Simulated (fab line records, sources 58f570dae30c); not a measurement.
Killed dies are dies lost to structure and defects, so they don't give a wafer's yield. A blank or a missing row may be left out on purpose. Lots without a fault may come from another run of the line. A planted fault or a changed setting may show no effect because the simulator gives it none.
Split-lot experiment | flow berkeley_cmos170 | 5 lots, 23 wafers read, on a route of 331 steps

THE SPLIT
At UCB170_M3_SPUTTER_01 (material Al, target thk 900 nm, time 120 s), the setting time_s was moved away from the recipe's 120 s on 8 of the 23 wafers read, by -12.7% to +4.7%. The other wafers ran this setting at the recipe's value.

FROM THE SPLIT TO THE READING: what the file shows between them, 2 steps
- UCB170_M3_RS_MEAS_02: measures by four-point-probe
- UCB170_M3_THK_MEAS_03: measures by xrf

THE READING
oes_product_au, in a.u., at UCB170_M3_METAL_ETCH_18 (etches Al in Cl2/BCl3, stops on SiO2, target depth 1170 nm, time 195 s). Fault-free wafers of this fab line usually give 0.859 a.u., standard deviation 0.018 a.u..

wafer  | tool, chamber at the split | time_s as run, s | against the recipe | oes_product_au, a.u. | against lot-mates on the recipe
L078.1 | pvd_sputter-03, -          | 120              | recipe             | 0.864                | -
L078.2 | pvd_sputter-03, -          | 104.7            | -12.7%             | 0.811                | -0.054
L078.3 | pvd_sputter-03, -          | 104.7            | -12.7%             | 0.799                | -0.066
L078.5 | pvd_sputter-03, -          | 120              | recipe             | 0.861                | -
L078.6 | pvd_sputter-03, -          | 120              | recipe             | 0.870                | -
L075.1 | pvd_sputter-04, -          | 105              | -12.5%             | 0.773                | -0.077
L075.2 | pvd_sputter-04, -          | 105              | -12.5%             | 0.801                | -0.049
L075.4 | pvd_sputter-04, -          | 120              | recipe             | 0.842                | -
L075.5 | pvd_sputter-04, -          | 120              | recipe             | 0.845                | -
L075.6 | pvd_sputter-04, -          | 120              | recipe             | 0.863                | -
L081.1 | pvd_sputter-01, -          | 120              | recipe             | 0.865                | -
L081.2 | pvd_sputter-01, -          | 115.3            | -3.9%              | 0.846                | -0.023
L081.3 | pvd_sputter-01, -          | 115.3            | -3.9%              | 0.848                | -0.021
L081.4 | pvd_sputter-01, -          | 120              | recipe             | 0.866                | -
L081.5 | pvd_sputter-01, -          | 120              | recipe             | 0.877                | -
L080.1 | pvd_sputter-04, -          | 120              | recipe             | 0.842                | -
L080.3 | pvd_sputter-04, -          | 120              | recipe             | 0.846                | -
L080.6 | pvd_sputter-04, -          | 120              | recipe             | 0.837                | -
L083.1 | pvd_sputter-01, -          | 120              | recipe             | 0.869                | -
L083.2 | pvd_sputter-01, -          | 120              | recipe             | 0.848                | -
L083.3 | pvd_sputter-01, -          | 125.6            | +4.7%              | 0.856                | +0.002
L083.4 | pvd_sputter-01, -          | 125.6            | +4.7%              | 0.885                | +0.031
L083.5 | pvd_sputter-01, -          | 120              | recipe             | 0.844                | -

THE FIT
A straight line over all 23 wafers: oes_product_au changes by +0.00451 a.u. for each +1% of time_s; r = +0.87; the points scatter about the line by 0.014 a.u..
The same after taking each lot's own level away (the mean of its wafers on the recipe; 23 wafers): +0.00476 a.u. for each +1%; r = +0.94; scatter 0.0092 a.u..
On that fit, the largest move of time_s shifts the reading by 0.061 a.u..
The lots' own levels span 0.8417 to 0.8693 a.u., that is 1.5 times the standard deviation above.
So the lot-to-lot level changes the slope little: the two slopes agree.
Check: with one of the wafers moved furthest among these (-12.7%) left out of the fit, the line predicts -0.064 a.u. for it against its lot-mates. It came out at -0.054 a.u. against them.

OTHER SPLITS ON THESE WAFERS
These wafers also went through other splits before the reading. Each is held against what the fit with the lots' levels taken away leaves over:
other split on the same wafers      | wafers away from the commonest value | r with oes_product_au (lot level and that fit taken away)
UCB170_V2_CMP_02 leave_above_ref_nm | 5                                    | +0.45
UCB170_V2_ETCH_14 rf_w              | 5                                    | +0.01

THE WHOLE CHAIN: every reading that the file lists as answering this split, in the file's order
step                    | what it does                                                           | reading                                                                     | change (the file's fit)                   | r (the file's)
UCB170_M3_SPUTTER_01    | material Al, target thk 900 nm, time 120 s                             | Al_of_M3_SPUTTER_01.thk_nm (the simulator's own value, which no gauge read) | +9.21 nm for each +1% of the setting      | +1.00
UCB170_M3_RS_MEAS_02    | measures by four-point-probe                                           | M3_AL_RS                                                                    | -0.000374 for each +1% of the setting     | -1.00
UCB170_M3_THK_MEAS_03   | measures by xrf                                                        | M3_AL_THK                                                                   | +9.04 for each +1% of the setting         | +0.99
UCB170_M3_METAL_ETCH_18 | etches Al in Cl2/BCl3, stops on SiO2, target depth 1170 nm, time 195 s | oes_product_au                                                              | +0.00484 a.u. for each +1% of the setting | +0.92
UCB170_M3_METAL_ETCH_18 | etches Al in Cl2/BCl3, stops on SiO2, target depth 1170 nm, time 195 s | M3.feature_depth_nm (the simulator's own value, which no gauge read)        | +9.09 nm for each +1% of the setting      | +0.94

THE FILE'S OWN FIT
oes_product_au changes by +0.00484 a.u. for each +1% of time_s, r = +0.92.
